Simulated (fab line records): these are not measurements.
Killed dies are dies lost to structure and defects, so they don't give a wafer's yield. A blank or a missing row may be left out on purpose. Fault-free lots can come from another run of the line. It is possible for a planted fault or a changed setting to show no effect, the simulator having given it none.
One fault through the eyes of 2 desks :: flow rit_cmos :: what lay behind the numbers comes last; until then each desk has only its own

TOOL OWNER'S DESK, litho_track-02
The tool's own readings at RIT_M1_COAT_04 (resist thk 1300 nm): means of the sampled wafers that have a number, for each lot that ran on this tool. If a lot's mean is further than 4 standard deviations from the usual mean, the lot is out of limits and carries the mark OUT (the distance appears in the brackets).
Columns: A = spin_speed_rpm at RIT_M1_COAT_04, usual 1999.9 rpm
lot: L528
first seen here: day 3 16:44
A: 2000.9

lot: L539
first seen here: day 5 20:10
A: 1940.2 (-46) OUT

lot: L540
first seen here: day 6 01:40
A: 1939.9 (-46) OUT

lot: L543
first seen here: day 6 13:42
A: 1939.9 (-46) OUT
This desk's finding: out of limits on L539, L540, L543; first on L539, day 5 20:10 (spin_speed_rpm at RIT_M1_COAT_04). L528: within limits.

FROM THE METROLOGY DESK
Means of the sampled wafers that have a number, per lot and without regard to the tool the lot ran on: this is what the gauges read. If a lot's mean is further than 4 standard deviations from the usual mean, the lot is out of limits and carries the mark OUT (the distance appears in the brackets).
Columns: A = cd_nm at RIT_CONTACT_CD_MEAS_08, usual 1000.1 nm; B = CONTACT_OVL at RIT_CONTACT_OVL_MEAS_09, usual -0.7 nm; C = cd_nm at RIT_CONTACT_CD_MEAS_90, usual 1000.2 nm; D = M1_AL_RS at RIT_M1_RS_MEAS_01, usual 0.0733 ohm/sq; E = M1_AL_THK at RIT_M1_THK_MEAS_02, usual 405 nm; F = cd_nm at RIT_M1_CD_MEAS_09, usual 2600.0 nm; G = M1_OVL at RIT_M1_OVL_MEAS_10, usual 0.9 nm
lot: L528
first seen here: day 3 14:57
A: 1002.9
B: -3.1
C: 1003.0
D: 0.0750
E: 395
F: 2599.6
G: 3.2

lot: L534
first seen here: day 4 21:45
A: 1000.5
B: 1.5
C: 1000.9
D: 0.0739
E: 400
F: 2601.6
G: 1.3

lot: L539
first seen here: day 5 18:19
A: 995.9
B: 1.0
C: 995.7
D: 0.0737
E: 405
F: 2601.2
G: 0.5

lot: L540
first seen here: day 5 23:47
A: 999.2
B: -0.4
C: 999.2
D: 0.0733
E: 406
F: 2600.8
G: -0.3

lot: L543
first seen here: day 6 11:55
A: 998.8
B: 0.3
C: 999.0
D: 0.0725
E: 410
F: 2604.0
G: 0.7

lot: L547
first seen here: day 7 08:31
A: 998.9
B: -0.4
C: 999.2
D: 0.0725
E: 411
F: 2599.9
G: -0.8

lot: L550
first seen here: day 7 22:38
A: 1002.4
B: -1.5
C: 1002.6
D: 0.0728
E: 407
F: 2601.5
G: 2.9
This desk's verdict: no lot among the 7 shows anything out of limits.

ALL TOGETHER
An alarm could have come from the tool owner's desk at day 5 20:10, on L539, L540, L543.
Nothing out of limits was seen by the metrology desk.
The metrology desk has L539, L540, L543 on record, within its limits.
The lots listed all ran RIT_M1_COAT_04 on litho_track-02.

WHAT WAS PUT IN BY THE SIMULATOR
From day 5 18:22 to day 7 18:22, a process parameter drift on litho_track-02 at RIT_M1_COAT_04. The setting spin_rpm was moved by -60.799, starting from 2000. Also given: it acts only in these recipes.
Shown lots that were struck: L539, L540, L543.
Time in hours from fault onset to the first out-of-limits reading at each desk: the tool owner's desk, 2.
